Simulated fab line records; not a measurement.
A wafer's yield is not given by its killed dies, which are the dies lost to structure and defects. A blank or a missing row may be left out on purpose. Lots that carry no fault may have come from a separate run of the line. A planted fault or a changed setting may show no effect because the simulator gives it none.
Chamber matching + flow berkeleyCmos170 + 4 sister chambers for UCB170_GATE_ETCH_15 on rieSi-01
The step etches poly-Si in HBr/Cl2, stops on SiO2, time 56.3 s, target depth 278.2 nm. 4 wafers are shown with their chamber, then 9 later ones without.

EACH WAFER AND ITS CHAMBER
| wafer  | chamber | drypumpMotorCurrentA (A) |
|--------|---------|--------------------------|
| L977.2 | 1       | 5.8                      |
| L980.2 | 0       | 5.3                      |
| L980.3 | 2       | 6.0                      |
| L980.6 | 3       | 5.2                      |

WAFERS MISSING THEIR CHAMBER
| wafer  | drypumpMotorCurrentA (A) |
|--------|--------------------------|
| L979.3 | 5.4                      |
| L979.4 | 5.2                      |
| L979.6 | 5.8                      |
| L981.2 | 6.1                      |
| L981.3 | 5.2                      |
| L981.4 | 5.7                      |
| L985.1 | 5.2                      |
| L985.2 | 6.1                      |
| L985.3 | 5.7                      |

WHICH CHAMBER EACH WENT THROUGH
| wafer  | from the rows above     | in truth |
|--------|-------------------------|----------|
| L979.3 | can't be placed: 0 or 3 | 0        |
| L979.4 | can't be placed: 3 or 0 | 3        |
| L979.6 | 1                       | 1        |
| L981.2 | 2                       | 2        |
| L981.3 | can't be placed: 3 or 0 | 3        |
| L981.4 | 1                       | 1        |
| L985.1 | can't be placed: 3 or 0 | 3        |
| L985.2 | 2                       | 2        |
| L985.3 | 1                       | 1        |
Correct placement for 5 of the 9. Unplaceable from these rows: 4, with the true chamber sitting among the candidates in 4. Number placed wrongly: 0.
How it was worked out, from the rows above alone: a wafer's distance from a chamber is the root of the sum, over the readings, of the square of ((its reading less the chamber's mean) divided by the reading's scatter). If the next closest chamber is less than 2 further off than the closest, the wafer can't be placed; otherwise it belongs to the closest. The mean given for a chamber averages the wafers shown for that chamber. The scatter: root of mean squared gap, hidden wafer to nearest shown wafer, with one shown wafer a chamber.
